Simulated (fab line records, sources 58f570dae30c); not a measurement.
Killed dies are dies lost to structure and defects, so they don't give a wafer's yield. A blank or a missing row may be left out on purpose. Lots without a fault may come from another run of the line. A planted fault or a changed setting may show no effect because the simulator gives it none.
fab line records | flow berkeley_cmos170
record lots=15 wafers=45 last_day=13
route steps=331 shown NWELL@15
lots that met no fault: from a run of the same line without faults
start_h: hours from the record's first day to the start of the lot's first wafer shown | wait_h: hours since the lot's step before | " the same as in the row above | L1.1+2: a row that stands for several wafers | - no value, or no start given | * or withheld: withheld | < > ~ a bound
route shown NAME@n: a module of which the file shows steps, and the number in the route of the first | usual: mean/standard deviation of fault-free wafers | same: alike in all rows | chamber/n: place in a boat | sites: the reading at each site | _std_site: their standard deviation | _edge_site: outer sites' mean less inner sites' | radius_mm: how far each site lies from the wafer's centre | mask NAME#n: copy n | behind: the tool/chamber that last shaped the wafer | hold: why the lot was held/for how many hours/how that ended | device: the transistor (n, p or np) that didn't switch | end of line: the same wafers' tests at the end of the route | a step without rows: its recipe alone | killed: dies lost to structure and defects at the first sort, not the wafer's yield | map: a wafer's dies, x killed, . not, _ none there
set.NAME: the setting as run; set.NAME@STEP: as run at that earlier step | model.NAME: the simulator's own value behind a step, which no gauge read
steps of the route over a sample of lots; a table a step, a row a wafer
services: from which hour (start_h, from the record's first day; less than 0 if before it) a tool's chamber was out of use, for how many hours, and why
## steps
# step UCB170_NWELL_OXIDATION_01
# recipe temp_c=1000 ambient=O2 target_thk_a=264 ox_time_s=1260
# usual ox_temp_c=1000.0/0.45 ox_temp_c_max=1004.4/0.84 ox_time_s=1260/0 tube_center_temp_C=1000/0.091
# columns lot.wafer tool chamber start_h wait_h ox_temp_c ox_temp_c_max ox_time_s tube_center_temp_C
L937.2 furnace-04 0 34.27 5.8 1000.0 1003.9 1260 999.92
L937.4 " 0 " " 1000.5 1005.1 1260 999.96
L937.5 " 0 " " 1000.3 1004.6 1260 1000.1
L939.1 furnace-04 0 41.22 4.4 999.9 1004.1 1260 1000.1
L939.3 " 0 " " 999.6 1003.3 1260 999.91
L939.5 " 0 " " 999.6 1006.3 1260 1000
L940.3 furnace-02 0 48.34 4.2 1000.0 1004.0 1260 999.96
L940.4 " 0 " " 999.8 1003.5 1260 999.95
L940.6 " 0 " " 999.9 1006.1 1260 1000.1
L941.3 furnace-02 0 48.34 3.9 999.9 1004.4 1260 1000.1
L941.5 " 0 " " 999.5 1004.2 1260 1000.1
L941.6 " 0 " " 1000.2 1003.7 1260 1000
L942.1 furnace-04 0 54.94 2.5 1000.5 1005.8 1260 999.89
L942.4 " 0 " " 1000.5 1005.7 1260 1000.1
L942.6 " 0 " " 1000.6 1004.9 1260 1000.1
L943.1 furnace-02 0 61.60 4.6 999.4 1004.1 1260 1000.2
L943.2 " 0 " " 999.4 1003.7 1260 1000.1
L943.6 " 0 " " 999.8 1004.1 1260 999.91
L946.1 furnace-01 0 74.71 5.5 1000.0 1003.1 1260 999.88
L946.3 " 0 " " 999.3 1005.1 1260 999.98
L946.6 " 0 " " 999.8 1003.1 1260 999.94
L947.1 furnace-04 0 83.53 2.9 999.9 1004.3 1260 1000.2
L947.3 " 0 " " 1000.4 1005.2 1260 999.96
L947.6 " 0 " " 1000.4 1004.7 1260 1000
L951.1 furnace-04 - 103.63 4.9 - - - -
L951.3 " - " " - - - -
L951.4 " - " " - - - -
L952.3 furnace-04 - 103.63 0.8 - - - -
L952.4 " - " " - - - -
L952.5 " - " " - - - -
L953.2 furnace-04 - 112.91 4.5 - - - -
L953.3 " - " " - - - -
L953.5 " - " " - - - -
L955.2 furnace-04 0 118.51 3.2 999.5 1004.1 1260 1000
L955.4 " 0 " " 999.8 1004.9 1260 1000.1
L955.6 " 0 " " 999.8 1003.5 1260 1000
L957.2 furnace-04 0 133.56 4.9 999.9 1005.3 1260 999.98
L957.3 " 0 " " 1000.3 1005.1 1260 999.9
L957.6 " 0 " " 1000.5 1004.3 1260 999.92
L958.1 furnace-04 0 133.56 2.7 999.9 1004.7 1260 999.78
L958.4 " 0 " " 1000.0 1005.1 1260 1000.1
L958.6 " 0 " " 999.3 1005.5 1260 1000
L959.2 furnace-02 0 143.09 5.0 1000.8 1004.4 1260 1000
L959.5 " 0 " " 999.4 1004.3 1260 1000
L959.6 " 0 " " 1000.1 1004.7 1260 1000.1
## services
# columns tool chamber start_h hours kind
furnace-01 - 33.04 2.7 pm
furnace-04 - 56.29 2.7 pm
furnace-01 - 63.69 3.5 pm
furnace-04 - 68.85 3.6 pm
furnace-02 - 100.19 4.2 pm
## key
first_sign step=UCB170_NWELL_OXIDATION_01 reading=tool_record direction=missing
effect none on later readings
met_at UCB170_NWELL_OXIDATION_01
struck_lots L951,L952,L953
later_rows_left_out L951.1,L951.3,L951.4,L952.3,L952.4,L952.5,L953.2,L953.3,L953.5
sort_left_out L951.1,L951.3,L951.4,L952.3,L952.4,L952.5,L953.2,L953.3,L953.5
tester_left_out L951,L952,L953
onset_between 83.53 103.63
fault kind=skipped_step_whole tool=furnace-04 chamber=- onset_h=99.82 steps=UCB170_NWELL_OXIDATION_01 scope=struck_lots_only
# tester_left_out: of these lots the tester's yield and bins aren't shown, on N5 and GAA mostly nor the transistor test; their killed dies are dies lost to structure and defects alone, not to doping, threshold or leakage, so they don't give the yield
# sort_left_out: the simulated sort isn't trusted on such a fault, so these wafers' sort isn't shown, and their yield isn't known
# later_rows_left_out: the simulator's readings of these wafers behind a module that went badly wrong aren't trusted and aren't shown, but for the sort
